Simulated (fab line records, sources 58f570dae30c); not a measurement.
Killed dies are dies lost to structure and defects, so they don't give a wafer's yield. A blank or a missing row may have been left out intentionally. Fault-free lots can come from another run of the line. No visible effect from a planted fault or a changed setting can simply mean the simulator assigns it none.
fab line records || flow berkeley-cmos170 || part 2 of 2: steps 30 to 39 of 39
record: {"lots": 5, "wafers": 15, "last-day": 10}
route steps=331 shown NWELL@24 PWELL@34 WELLDRIVE@55 ACTIVE@60
lots that met no fault: from a run of the same line without faults
start-h: the number of hours between the record's first day and the start of the first shown wafer of the lot || wait-h: hours from the lot's prior step to this one || " identical to the entry in the row above || L1.1+2: a single row standing in for several wafers || - either no value or no given start || * or withheld: withheld || < > ~ a bound
route shown NAME@n: a module of which the file shows steps, and the number in the route of the first || usual: mean/standard deviation taken from wafers without a fault || same: alike in all rows || chamber/n: place in a boat || sites: readings site by site || _std_site: standard deviation across them || _edge_site: inner sites' mean taken away from outer sites' mean || radius-mm: how far each site lies from the wafer's centre || mask NAME#n: copy n || behind: the most recent tool/chamber to have shaped the wafer || hold: why the lot went on hold/how many hours it stayed there/how the hold came to an end || device: names the non-switching transistor (n, p or np) || end of line: tests of these same wafers at the route's end || a step without rows: its recipe alone || killed: the dies lost at the first sort to structure and to defects; this is not the yield of the wafer || map: per-die view of a wafer (x killed, . not killed, _ where there is no die)
set.NAME: the setting that was run; set.NAME@STEP: the one run at that earlier step || model.NAME: the simulator's own value behind a step, which no gauge read
certain route steps with their lots: each step a table, each wafer a row
services: when a tool's chamber went out of use (start-h, in hours from the record's first day, below 0 if earlier), for how many hours, and the reason
== steps ==
step: UCB170_PWELL_WET_ETCH_19
recipe: {"chemistry": "H3PO4", "target": "Si3N4", "temp-c": 160, "time-s": 14400}
usual: {"bath-heat-duty-pct": "27.3/2.9"}
{"lot.wafer": "L078.1", "tool": "wet-bench-02", "chamber": 0, "start-h": 68.01, "wait-h": 0.4, "bath-heat-duty-pct": 29.7}
{"lot.wafer": "L078.3", "tool": "wet-bench-02", "chamber": 0, "start-h": 68.01, "wait-h": 0.4, "bath-heat-duty-pct": 28.5}
{"lot.wafer": "L078.5", "tool": "wet-bench-02", "chamber": 0, "start-h": 68.01, "wait-h": 0.4, "bath-heat-duty-pct": 28.6}
{"lot.wafer": "L080.1", "tool": "wet-bench-01", "chamber": 2, "start-h": 86.03, "wait-h": 0.0, "bath-heat-duty-pct": 28.2}
{"lot.wafer": "L080.3", "tool": "wet-bench-01", "chamber": 2, "start-h": 86.03, "wait-h": 0.0, "bath-heat-duty-pct": 30.4}
{"lot.wafer": "L080.6", "tool": "wet-bench-01", "chamber": 2, "start-h": 86.03, "wait-h": 0.0, "bath-heat-duty-pct": 28.7}
{"lot.wafer": "L088.1", "tool": "wet-bench-02", "chamber": 1, "start-h": 117.64, "wait-h": 0.0, "bath-heat-duty-pct": 30.9}
{"lot.wafer": "L088.4", "tool": "wet-bench-02", "chamber": 1, "start-h": 117.64, "wait-h": 0.0, "bath-heat-duty-pct": 33.7}
{"lot.wafer": "L088.6", "tool": "wet-bench-02", "chamber": 1, "start-h": 117.64, "wait-h": 0.0, "bath-heat-duty-pct": 31.4}
{"lot.wafer": "L090.1", "tool": "wet-bench-02", "chamber": 0, "start-h": 128.39, "wait-h": 0.2, "bath-heat-duty-pct": 28.6}
{"lot.wafer": "L090.4", "tool": "wet-bench-02", "chamber": 0, "start-h": 128.39, "wait-h": 0.2, "bath-heat-duty-pct": 30.3}
{"lot.wafer": "L090.5", "tool": "wet-bench-02", "chamber": 0, "start-h": 128.39, "wait-h": 0.2, "bath-heat-duty-pct": 27.8}
{"lot.wafer": "L093.2", "tool": "wet-bench-04", "chamber": 3, "start-h": 140.40, "wait-h": 0.3, "bath-heat-duty-pct": 26.1}
{"lot.wafer": "L093.4", "tool": "wet-bench-04", "chamber": 3, "start-h": 140.40, "wait-h": 0.3, "bath-heat-duty-pct": 27.4}
{"lot.wafer": "L093.5", "tool": "wet-bench-04", "chamber": 3, "start-h": 140.40, "wait-h": 0.3, "bath-heat-duty-pct": 26.9}
step: UCB170_PWELL_WET_ETCH_20
recipe: {"chemistry": "BOE", "dilution": "5:1", "target": "SiO2", "temp-c": 25, "time-s": 22}
usual: {"bath-heat-duty-pct": "6.1/0.93"}
{"lot.wafer": "L078.1", "tool": "wet-bench-04", "chamber": 0, "start-h": 72.43, "wait-h": 0.0, "bath-heat-duty-pct": 5.0}
{"lot.wafer": "L078.3", "tool": "wet-bench-04", "chamber": 0, "start-h": 72.43, "wait-h": 0.0, "bath-heat-duty-pct": 5.1}
{"lot.wafer": "L078.5", "tool": "wet-bench-04", "chamber": 0, "start-h": 72.43, "wait-h": 0.0, "bath-heat-duty-pct": 4.6}
{"lot.wafer": "L080.1", "tool": "wet-bench-01", "chamber": 0, "start-h": 90.38, "wait-h": 0.3, "bath-heat-duty-pct": 6.1}
{"lot.wafer": "L080.3", "tool": "wet-bench-01", "chamber": 0, "start-h": 90.38, "wait-h": 0.3, "bath-heat-duty-pct": 6.0}
{"lot.wafer": "L080.6", "tool": "wet-bench-01", "chamber": 0, "start-h": 90.38, "wait-h": 0.3, "bath-heat-duty-pct": 4.9}
{"lot.wafer": "L088.1", "tool": "wet-bench-01", "chamber": 3, "start-h": 121.64, "wait-h": 0.0, "bath-heat-duty-pct": 5.9}
{"lot.wafer": "L088.4", "tool": "wet-bench-01", "chamber": 3, "start-h": 121.64, "wait-h": 0.0, "bath-heat-duty-pct": 6.1}
{"lot.wafer": "L088.6", "tool": "wet-bench-01", "chamber": 3, "start-h": 121.64, "wait-h": 0.0, "bath-heat-duty-pct": 6.3}
{"lot.wafer": "L090.1", "tool": "wet-bench-02", "chamber": 0, "start-h": 132.61, "wait-h": 0.2, "bath-heat-duty-pct": 6.9}
{"lot.wafer": "L090.4", "tool": "wet-bench-02", "chamber": 0, "start-h": 132.61, "wait-h": 0.2, "bath-heat-duty-pct": 6.7}
{"lot.wafer": "L090.5", "tool": "wet-bench-02", "chamber": 0, "start-h": 132.61, "wait-h": 0.2, "bath-heat-duty-pct": 5.8}
{"lot.wafer": "L093.2", "tool": "wet-bench-02", "chamber": 0, "start-h": 144.78, "wait-h": 0.0, "bath-heat-duty-pct": 5.7}
{"lot.wafer": "L093.4", "tool": "wet-bench-02", "chamber": 0, "start-h": 144.78, "wait-h": 0.0, "bath-heat-duty-pct": 6.7}
{"lot.wafer": "L093.5", "tool": "wet-bench-02", "chamber": 0, "start-h": 144.78, "wait-h": 0.0, "bath-heat-duty-pct": 6.8}
step: UCB170_WELLDRIVE_CLEAN_00
recipe: {"chemistry": "SPM", "temp-c": 120, "time-s": 600}
usual: {"bath-heat-duty-pct": "13.2/1.6"}
{"lot.wafer": "L078.1", "tool": "wet-bench-02", "chamber": 3, "start-h": 72.45, "wait-h": 0.0, "bath-heat-duty-pct": 12.1}
{"lot.wafer": "L078.3", "tool": "wet-bench-02", "chamber": 3, "start-h": 72.45, "wait-h": 0.0, "bath-heat-duty-pct": 15.1}
{"lot.wafer": "L078.5", "tool": "wet-bench-02", "chamber": 3, "start-h": 72.45, "wait-h": 0.0, "bath-heat-duty-pct": 13.7}
{"lot.wafer": "L080.1", "tool": "wet-bench-01", "chamber": 3, "start-h": 90.45, "wait-h": 0.1, "bath-heat-duty-pct": 13.6}
{"lot.wafer": "L080.3", "tool": "wet-bench-01", "chamber": 3, "start-h": 90.45, "wait-h": 0.1, "bath-heat-duty-pct": 13.2}
{"lot.wafer": "L080.6", "tool": "wet-bench-01", "chamber": 3, "start-h": 90.45, "wait-h": 0.1, "bath-heat-duty-pct": 14.8}
{"lot.wafer": "L088.1", "tool": "wet-bench-02", "chamber": 3, "start-h": 121.66, "wait-h": 0.0, "bath-heat-duty-pct": 13.2}
{"lot.wafer": "L088.4", "tool": "wet-bench-02", "chamber": 3, "start-h": 121.66, "wait-h": 0.0, "bath-heat-duty-pct": 13.5}
{"lot.wafer": "L088.6", "tool": "wet-bench-02", "chamber": 3, "start-h": 121.66, "wait-h": 0.0, "bath-heat-duty-pct": 14.4}
{"lot.wafer": "L090.1", "tool": "wet-bench-02", "chamber": 3, "start-h": 132.87, "wait-h": 0.2, "bath-heat-duty-pct": 13.2}
{"lot.wafer": "L090.4", "tool": "wet-bench-02", "chamber": 3, "start-h": 132.87, "wait-h": 0.2, "bath-heat-duty-pct": 13.8}
{"lot.wafer": "L090.5", "tool": "wet-bench-02", "chamber": 3, "start-h": 132.87, "wait-h": 0.2, "bath-heat-duty-pct": 12.7}
{"lot.wafer": "L093.2", "tool": "wet-bench-01", "chamber": 0, "start-h": 144.79, "wait-h": 0.0, "bath-heat-duty-pct": 13.4}
{"lot.wafer": "L093.4", "tool": "wet-bench-01", "chamber": 0, "start-h": 144.79, "wait-h": 0.0, "bath-heat-duty-pct": 13.4}
{"lot.wafer": "L093.5", "tool": "wet-bench-01", "chamber": 0, "start-h": 144.79, "wait-h": 0.0, "bath-heat-duty-pct": 14.1}
step: UCB170_WELLDRIVE_OXIDATION_01
recipe: {"temp-c": 1100, "ambient": "O2", "target-thk-a": 1990, "ox-time-s": 9000}
usual: {"tube-center-temp-C": "1100/0.086", "zone-power-source-pct": "44.3/1.2"}
{"lot.wafer": "L078.1", "tool": "furnace-04", "chamber": 0, "start-h": 74.77, "wait-h": 2.1, "tube-center-temp-C": 1100.1, "zone-power-source-pct": 46.5}
{"lot.wafer": "L078.3", "tool": "furnace-04", "chamber": 0, "start-h": 74.77, "wait-h": 2.1, "tube-center-temp-C": 1100, "zone-power-source-pct": 46.1}
{"lot.wafer": "L078.5", "tool": "furnace-04", "chamber": 0, "start-h": 74.77, "wait-h": 2.1, "tube-center-temp-C": 1100, "zone-power-source-pct": 46.5}
{"lot.wafer": "L080.1", "tool": "furnace-01", "chamber": 0, "start-h": 92.32, "wait-h": 1.7, "tube-center-temp-C": 1100, "zone-power-source-pct": 43.7}
{"lot.wafer": "L080.3", "tool": "furnace-01", "chamber": 0, "start-h": 92.32, "wait-h": 1.7, "tube-center-temp-C": 1100.1, "zone-power-source-pct": 43.7}
{"lot.wafer": "L080.6", "tool": "furnace-01", "chamber": 0, "start-h": 92.32, "wait-h": 1.7, "tube-center-temp-C": 1100, "zone-power-source-pct": 43.4}
{"lot.wafer": "L088.1", "tool": "furnace-02", "chamber": 0, "start-h": 124.68, "wait-h": 2.8, "tube-center-temp-C": 1100.1, "zone-power-source-pct": 43.8}
{"lot.wafer": "L088.4", "tool": "furnace-02", "chamber": 0, "start-h": 124.68, "wait-h": 2.8, "tube-center-temp-C": 1100, "zone-power-source-pct": 44.0}
{"lot.wafer": "L088.6", "tool": "furnace-02", "chamber": 0, "start-h": 124.68, "wait-h": 2.8, "tube-center-temp-C": 1099.9, "zone-power-source-pct": 43.9}
{"lot.wafer": "L090.1", "tool": "furnace-04", "chamber": 0, "start-h": 136.16, "wait-h": 3.1, "tube-center-temp-C": 1100, "zone-power-source-pct": 46.7}
{"lot.wafer": "L090.4", "tool": "furnace-04", "chamber": 0, "start-h": 136.16, "wait-h": 3.1, "tube-center-temp-C": 1100.1, "zone-power-source-pct": 45.8}
{"lot.wafer": "L090.5", "tool": "furnace-04", "chamber": 0, "start-h": 136.16, "wait-h": 3.1, "tube-center-temp-C": 1099.9, "zone-power-source-pct": 45.9}
{"lot.wafer": "L093.2", "tool": "furnace-02", "chamber": 0, "start-h": 146.64, "wait-h": 1.7, "tube-center-temp-C": 1100.1, "zone-power-source-pct": 44.2}
{"lot.wafer": "L093.4", "tool": "furnace-02", "chamber": 0, "start-h": 146.64, "wait-h": 1.7, "tube-center-temp-C": 1100, "zone-power-source-pct": 44.3}
{"lot.wafer": "L093.5", "tool": "furnace-02", "chamber": 0, "start-h": 146.64, "wait-h": 1.7, "tube-center-temp-C": 1100, "zone-power-source-pct": 44.1}
step: UCB170_WELLDRIVE_THK_MEAS_02
recipe: {"reads": "SiO2_of_WELLDRIVE_OXIDATION_01"}
usual: {"WELLDRIVE_OXIDE_THK": "197/3.4"}
{"lot.wafer": "L078.1", "tool": "film-metro-04", "chamber": "-", "start-h": 78.27, "wait-h": 0.0, "WELLDRIVE_OXIDE_THK[nm]": 196}
{"lot.wafer": "L078.3", "tool": "film-metro-04", "chamber": "-", "start-h": 78.27, "wait-h": 0.0, "WELLDRIVE_OXIDE_THK[nm]": 198}
{"lot.wafer": "L078.5", "tool": "film-metro-04", "chamber": "-", "start-h": 78.27, "wait-h": 0.0, "WELLDRIVE_OXIDE_THK[nm]": 196}
{"lot.wafer": "L080.1", "tool": "film-metro-04", "chamber": "-", "start-h": 95.82, "wait-h": 0.0, "WELLDRIVE_OXIDE_THK[nm]": 191}
{"lot.wafer": "L080.3", "tool": "film-metro-04", "chamber": "-", "start-h": 95.82, "wait-h": 0.0, "WELLDRIVE_OXIDE_THK[nm]": 192}
{"lot.wafer": "L080.6", "tool": "film-metro-04", "chamber": "-", "start-h": 95.82, "wait-h": 0.0, "WELLDRIVE_OXIDE_THK[nm]": 190}
{"lot.wafer": "L088.1", "tool": "film-metro-03", "chamber": "-", "start-h": 128.18, "wait-h": 0.0, "WELLDRIVE_OXIDE_THK[nm]": 201}
{"lot.wafer": "L088.4", "tool": "film-metro-03", "chamber": "-", "start-h": 128.18, "wait-h": 0.0, "WELLDRIVE_OXIDE_THK[nm]": 197}
{"lot.wafer": "L088.6", "tool": "film-metro-03", "chamber": "-", "start-h": 128.18, "wait-h": 0.0, "WELLDRIVE_OXIDE_THK[nm]": 198}
{"lot.wafer": "L090.1", "tool": "film-metro-01", "chamber": "-", "start-h": 139.66, "wait-h": 0.0, "WELLDRIVE_OXIDE_THK[nm]": 195}
{"lot.wafer": "L090.4", "tool": "film-metro-01", "chamber": "-", "start-h": 139.66, "wait-h": 0.0, "WELLDRIVE_OXIDE_THK[nm]": 196}
{"lot.wafer": "L090.5", "tool": "film-metro-01", "chamber": "-", "start-h": 139.66, "wait-h": 0.0, "WELLDRIVE_OXIDE_THK[nm]": 198}
{"lot.wafer": "L093.2", "tool": "film-metro-04", "chamber": "-", "start-h": 150.15, "wait-h": 0.0, "WELLDRIVE_OXIDE_THK[nm]": 200}
{"lot.wafer": "L093.4", "tool": "film-metro-04", "chamber": "-", "start-h": 150.15, "wait-h": 0.0, "WELLDRIVE_OXIDE_THK[nm]": 201}
{"lot.wafer": "L093.5", "tool": "film-metro-04", "chamber": "-", "start-h": 150.15, "wait-h": 0.0, "WELLDRIVE_OXIDE_THK[nm]": 198}
step: UCB170_WELLDRIVE_ANNEAL_03
recipe: {"temp-c": 1100, "time-s": 900, "ambient": "N2"}
usual: {"tube-center-temp-C": "1100/0.1", "zone-power-source-pct": "44.2/1.1"}
{"lot.wafer": "L078.1", "tool": "furnace-01", "chamber": 0, "start-h": 82.07, "wait-h": 3.8, "tube-center-temp-C": 1100, "zone-power-source-pct": 43.8}
{"lot.wafer": "L078.3", "tool": "furnace-01", "chamber": 0, "start-h": 82.07, "wait-h": 3.8, "tube-center-temp-C": 1099.9, "zone-power-source-pct": 43.5}
{"lot.wafer": "L078.5", "tool": "furnace-01", "chamber": 0, "start-h": 82.07, "wait-h": 3.8, "tube-center-temp-C": 1100, "zone-power-source-pct": 43.6}
{"lot.wafer": "L080.1", "tool": "furnace-02", "chamber": 0, "start-h": 98.36, "wait-h": 2.5, "tube-center-temp-C": 1100, "zone-power-source-pct": 44.0}
{"lot.wafer": "L080.3", "tool": "furnace-02", "chamber": 0, "start-h": 98.36, "wait-h": 2.5, "tube-center-temp-C": 1099.9, "zone-power-source-pct": 43.6}
{"lot.wafer": "L080.6", "tool": "furnace-02", "chamber": 0, "start-h": 98.36, "wait-h": 2.5, "tube-center-temp-C": 1100, "zone-power-source-pct": 42.9}
{"lot.wafer": "L088.1", "tool": "furnace-04", "chamber": 0, "start-h": 131.06, "wait-h": 2.9, "tube-center-temp-C": 1100, "zone-power-source-pct": 47.0}
{"lot.wafer": "L088.4", "tool": "furnace-04", "chamber": 0, "start-h": 131.06, "wait-h": 2.9, "tube-center-temp-C": 1099.9, "zone-power-source-pct": 46.4}
{"lot.wafer": "L088.6", "tool": "furnace-04", "chamber": 0, "start-h": 131.06, "wait-h": 2.9, "tube-center-temp-C": 1100.1, "zone-power-source-pct": 46.5}
{"lot.wafer": "L090.1", "tool": "furnace-04", "chamber": 0, "start-h": 141.32, "wait-h": 1.7, "tube-center-temp-C": 1100, "zone-power-source-pct": 46.2}
{"lot.wafer": "L090.4", "tool": "furnace-04", "chamber": 0, "start-h": 141.32, "wait-h": 1.7, "tube-center-temp-C": 1099.8, "zone-power-source-pct": 46.0}
{"lot.wafer": "L090.5", "tool": "furnace-04", "chamber": 0, "start-h": 141.32, "wait-h": 1.7, "tube-center-temp-C": 1099.9, "zone-power-source-pct": 45.8}
{"lot.wafer": "L093.2", "tool": "furnace-01", "chamber": 0, "start-h": 152.44, "wait-h": 2.3, "tube-center-temp-C": 1100, "zone-power-source-pct": 43.9}
{"lot.wafer": "L093.4", "tool": "furnace-01", "chamber": 0, "start-h": 152.44, "wait-h": 2.3, "tube-center-temp-C": 1100.2, "zone-power-source-pct": 43.8}
{"lot.wafer": "L093.5", "tool": "furnace-01", "chamber": 0, "start-h": 152.44, "wait-h": 2.3, "tube-center-temp-C": 1100.1, "zone-power-source-pct": 43.7}
step: UCB170_WELLDRIVE_WET_ETCH_04
recipe: {"chemistry": "BOE", "dilution": "5:1", "target": "SiO2", "temp-c": 25, "time-s": 120}
usual: {"bath-heat-duty-pct": "6.2/0.81"}
{"lot.wafer": "L078.1", "tool": "wet-bench-01", "chamber": 2, "start-h": 83.32, "wait-h": 0.0, "bath-heat-duty-pct": 6.6}
{"lot.wafer": "L078.3", "tool": "wet-bench-01", "chamber": 2, "start-h": 83.32, "wait-h": 0.0, "bath-heat-duty-pct": 7.0}
{"lot.wafer": "L078.5", "tool": "wet-bench-01", "chamber": 2, "start-h": 83.32, "wait-h": 0.0, "bath-heat-duty-pct": 6.9}
{"lot.wafer": "L080.1", "tool": "wet-bench-02", "chamber": 1, "start-h": 99.61, "wait-h": 0.0, "bath-heat-duty-pct": 7.6}
{"lot.wafer": "L080.3", "tool": "wet-bench-02", "chamber": 1, "start-h": 99.61, "wait-h": 0.0, "bath-heat-duty-pct": 7.4}
{"lot.wafer": "L080.6", "tool": "wet-bench-02", "chamber": 1, "start-h": 99.61, "wait-h": 0.0, "bath-heat-duty-pct": 7.2}
{"lot.wafer": "L088.1", "tool": "wet-bench-02", "chamber": 0, "start-h": 132.57, "wait-h": 0.3, "bath-heat-duty-pct": 7.4}
{"lot.wafer": "L088.4", "tool": "wet-bench-02", "chamber": 0, "start-h": 132.57, "wait-h": 0.3, "bath-heat-duty-pct": 6.6}
{"lot.wafer": "L088.6", "tool": "wet-bench-02", "chamber": 0, "start-h": 132.57, "wait-h": 0.3, "bath-heat-duty-pct": 6.8}
{"lot.wafer": "L090.1", "tool": "wet-bench-02", "chamber": 2, "start-h": 142.94, "wait-h": 0.4, "bath-heat-duty-pct": 5.7}
{"lot.wafer": "L090.4", "tool": "wet-bench-02", "chamber": 2, "start-h": 142.94, "wait-h": 0.4, "bath-heat-duty-pct": 4.3}
{"lot.wafer": "L090.5", "tool": "wet-bench-02", "chamber": 2, "start-h": 142.94, "wait-h": 0.4, "bath-heat-duty-pct": 5.1}
{"lot.wafer": "L093.2", "tool": "wet-bench-02", "chamber": 3, "start-h": 153.69, "wait-h": 0.0, "bath-heat-duty-pct": 6.1}
{"lot.wafer": "L093.4", "tool": "wet-bench-02", "chamber": 3, "start-h": 153.69, "wait-h": 0.0, "bath-heat-duty-pct": 6.5}
{"lot.wafer": "L093.5", "tool": "wet-bench-02", "chamber": 3, "start-h": 153.69, "wait-h": 0.0, "bath-heat-duty-pct": 6.6}
step: UCB170_ACTIVE_CLEAN_00
recipe: {"chemistry": "SPM", "temp-c": 120, "time-s": 600}
usual: {"bath-heat-duty-pct": "13.4/1.6"}
{"lot.wafer": "L078.1", "tool": "wet-bench-04", "chamber": 0, "start-h": 83.36, "wait-h": 0.0, "bath-heat-duty-pct": 10.2}
{"lot.wafer": "L078.3", "tool": "wet-bench-04", "chamber": 0, "start-h": 83.36, "wait-h": 0.0, "bath-heat-duty-pct": 11.1}
{"lot.wafer": "L078.5", "tool": "wet-bench-04", "chamber": 0, "start-h": 83.36, "wait-h": 0.0, "bath-heat-duty-pct": 10.1}
{"lot.wafer": "L080.1", "tool": "wet-bench-04", "chamber": 2, "start-h": 99.65, "wait-h": 0.0, "bath-heat-duty-pct": 11.7}
{"lot.wafer": "L080.3", "tool": "wet-bench-04", "chamber": 2, "start-h": 99.65, "wait-h": 0.0, "bath-heat-duty-pct": 12.6}
{"lot.wafer": "L080.6", "tool": "wet-bench-04", "chamber": 2, "start-h": 99.65, "wait-h": 0.0, "bath-heat-duty-pct": 11.8}
{"lot.wafer": "L088.1", "tool": "wet-bench-02", "chamber": 2, "start-h": 132.69, "wait-h": 0.1, "bath-heat-duty-pct": 11.7}
{"lot.wafer": "L088.4", "tool": "wet-bench-02", "chamber": 2, "start-h": 132.69, "wait-h": 0.1, "bath-heat-duty-pct": 12.2}
{"lot.wafer": "L088.6", "tool": "wet-bench-02", "chamber": 2, "start-h": 132.69, "wait-h": 0.1, "bath-heat-duty-pct": 11.7}
{"lot.wafer": "L090.1", "tool": "wet-bench-02", "chamber": 0, "start-h": 142.99, "wait-h": 0.0, "bath-heat-duty-pct": 14.4}
{"lot.wafer": "L090.4", "tool": "wet-bench-02", "chamber": 0, "start-h": 142.99, "wait-h": 0.0, "bath-heat-duty-pct": 15.2}
{"lot.wafer": "L090.5", "tool": "wet-bench-02", "chamber": 0, "start-h": 142.99, "wait-h": 0.0, "bath-heat-duty-pct": 14.9}
{"lot.wafer": "L093.2", "tool": "wet-bench-02", "chamber": 1, "start-h": 153.73, "wait-h": 0.0, "bath-heat-duty-pct": 13.9}
{"lot.wafer": "L093.4", "tool": "wet-bench-02", "chamber": 1, "start-h": 153.73, "wait-h": 0.0, "bath-heat-duty-pct": 14.8}
{"lot.wafer": "L093.5", "tool": "wet-bench-02", "chamber": 1, "start-h": 153.73, "wait-h": 0.0, "bath-heat-duty-pct": 15.0}
step: UCB170_ACTIVE_CLEAN_01
recipe: {"chemistry": "dHF", "dilution": "25:1", "time-s": 60}
{"lot.wafer": "L078.1+3+5", "tool": "wet-bench-01", "chamber": 2, "start-h": 83.54, "wait-h": 0.0}
{"lot.wafer": "L080.1+3+6", "tool": "wet-bench-02", "chamber": 2, "start-h": 99.83, "wait-h": 0.0}
{"lot.wafer": "L088.1+4+6", "tool": "wet-bench-02", "chamber": 1, "start-h": 133.04, "wait-h": 0.2}
{"lot.wafer": "L090.1+4+5", "tool": "wet-bench-01", "chamber": 3, "start-h": 143.34, "wait-h": 0.2}
{"lot.wafer": "L093.2+4+5", "tool": "wet-bench-02", "chamber": 2, "start-h": 153.90, "wait-h": 0.0}
step: UCB170_ACTIVE_OXIDATION_02
recipe: {"temp-c": 1000, "ambient": "O2", "target-thk-a": 264, "ox-time-s": 1260}
usual: {"tube-center-temp-C": "1000/0.093", "zone-power-source-pct": "34.2/0.71"}
{"lot.wafer": "L078.1", "tool": "furnace-02", "chamber": 0, "start-h": 85.83, "wait-h": 2.3, "tube-center-temp-C": 1000, "zone-power-source-pct": 35.2}
{"lot.wafer": "L078.3", "tool": "furnace-02", "chamber": 0, "start-h": 85.83, "wait-h": 2.3, "tube-center-temp-C": 999.93, "zone-power-source-pct": 34.6}
{"lot.wafer": "L078.5", "tool": "furnace-02", "chamber": 0, "start-h": 85.83, "wait-h": 2.3, "tube-center-temp-C": 1000, "zone-power-source-pct": 34.7}
{"lot.wafer": "L080.1", "tool": "furnace-01", "chamber": 0, "start-h": 102.49, "wait-h": 2.6, "tube-center-temp-C": 1000, "zone-power-source-pct": 34.8}
{"lot.wafer": "L080.3", "tool": "furnace-01", "chamber": 0, "start-h": 102.49, "wait-h": 2.6, "tube-center-temp-C": 999.96, "zone-power-source-pct": 34.2}
{"lot.wafer": "L080.6", "tool": "furnace-01", "chamber": 0, "start-h": 102.49, "wait-h": 2.6, "tube-center-temp-C": 999.98, "zone-power-source-pct": 34.4}
{"lot.wafer": "L088.1", "tool": "furnace-02", "chamber": 0, "start-h": 137.11, "wait-h": 4.0, "tube-center-temp-C": 1000.1, "zone-power-source-pct": 34.4}
{"lot.wafer": "L088.4", "tool": "furnace-02", "chamber": 0, "start-h": 137.11, "wait-h": 4.0, "tube-center-temp-C": 999.95, "zone-power-source-pct": 34.3}
{"lot.wafer": "L088.6", "tool": "furnace-02", "chamber": 0, "start-h": 137.11, "wait-h": 4.0, "tube-center-temp-C": 1000.1, "zone-power-source-pct": 34.4}
{"lot.wafer": "L090.1", "tool": "furnace-01", "chamber": 0, "start-h": 143.65, "wait-h": 0.3, "tube-center-temp-C": 999.99, "zone-power-source-pct": 34.1}
{"lot.wafer": "L090.4", "tool": "furnace-01", "chamber": 0, "start-h": 143.65, "wait-h": 0.3, "tube-center-temp-C": 1000, "zone-power-source-pct": 35.0}
{"lot.wafer": "L090.5", "tool": "furnace-01", "chamber": 0, "start-h": 143.65, "wait-h": 0.3, "tube-center-temp-C": 1000, "zone-power-source-pct": 34.2}
{"lot.wafer": "L093.2", "tool": "furnace-03", "chamber": 0, "start-h": 157.70, "wait-h": 3.8, "tube-center-temp-C": 999.92, "zone-power-source-pct": 33.7}
{"lot.wafer": "L093.4", "tool": "furnace-03", "chamber": 0, "start-h": 157.70, "wait-h": 3.8, "tube-center-temp-C": 999.99, "zone-power-source-pct": 33.2}
{"lot.wafer": "L093.5", "tool": "furnace-03", "chamber": 0, "start-h": 157.70, "wait-h": 3.8, "tube-center-temp-C": 999.89, "zone-power-source-pct": 33.5}
== services ==
{"tool": "rie-diel-01", "chamber": 1, "start-h": 28.23, "hours": 12.4, "kind": "repair"}
{"tool": "krf-scanner-01", "chamber": "-", "start-h": 30.90, "hours": 0.8, "kind": "pm"}
{"tool": "plasma-asher-04", "chamber": "-", "start-h": 32.81, "hours": 2.2, "kind": "repair"}
{"tool": "wet-bench-02", "chamber": "-", "start-h": 32.89, "hours": 4.1, "kind": "repair"}
{"tool": "furnace-02", "chamber": "-", "start-h": 36.23, "hours": 3.9, "kind": "pm"}
{"tool": "lpcvd-02", "chamber": "-", "start-h": 38.65, "hours": 1.0, "kind": "repair"}
{"tool": "plasma-asher-01", "chamber": "-", "start-h": 42.06, "hours": 2.8, "kind": "pm"}
{"tool": "rie-diel-01", "chamber": "-", "start-h": 48.08, "hours": 2.8, "kind": "pm"}
{"tool": "rie-diel-03", "chamber": 1, "start-h": 70.54, "hours": 27.4, "kind": "repair"}
{"tool": "furnace-01", "chamber": "-", "start-h": 74.47, "hours": 3.7, "kind": "pm"}
{"tool": "rie-diel-02", "chamber": 0, "start-h": 88.29, "hours": 3.7, "kind": "repair"}
{"tool": "implanter-01", "chamber": "-", "start-h": 89.18, "hours": 178.0, "kind": "pm"}
{"tool": "krf-scanner-02", "chamber": "-", "start-h": 95.69, "hours": 0.8, "kind": "pm"}
{"tool": "krf-scanner-02", "chamber": "-", "start-h": 96.56, "hours": 1.0, "kind": "repair"}
{"tool": "lpcvd-01", "chamber": "-", "start-h": 99.24, "hours": 1.7, "kind": "repair"}
{"tool": "krf-scanner-01", "chamber": "-", "start-h": 104.04, "hours": 0.7, "kind": "repair"}
{"tool": "plasma-asher-03", "chamber": "-", "start-h": 108.75, "hours": 9.0, "kind": "pm"}
{"tool": "krf-scanner-02", "chamber": "-", "start-h": 111.18, "hours": 1.0, "kind": "pm"}
{"tool": "rie-diel-04", "chamber": 2, "start-h": 126.02, "hours": 7.5, "kind": "repair"}
{"tool": "rie-diel-04", "chamber": 1, "start-h": 131.23, "hours": 8.4, "kind": "repair"}
{"tool": "krf-scanner-02", "chamber": "-", "start-h": 135.10, "hours": 1.3, "kind": "pm"}
{"tool": "plasma-asher-03", "chamber": "-", "start-h": 139.28, "hours": 9.0, "kind": "repair"}
{"tool": "rie-diel-04", "chamber": "-", "start-h": 155.29, "hours": 2.0, "kind": "repair"}
{"tool": "furnace-02", "chamber": "-", "start-h": 157.41, "hours": 3.1, "kind": "pm"}
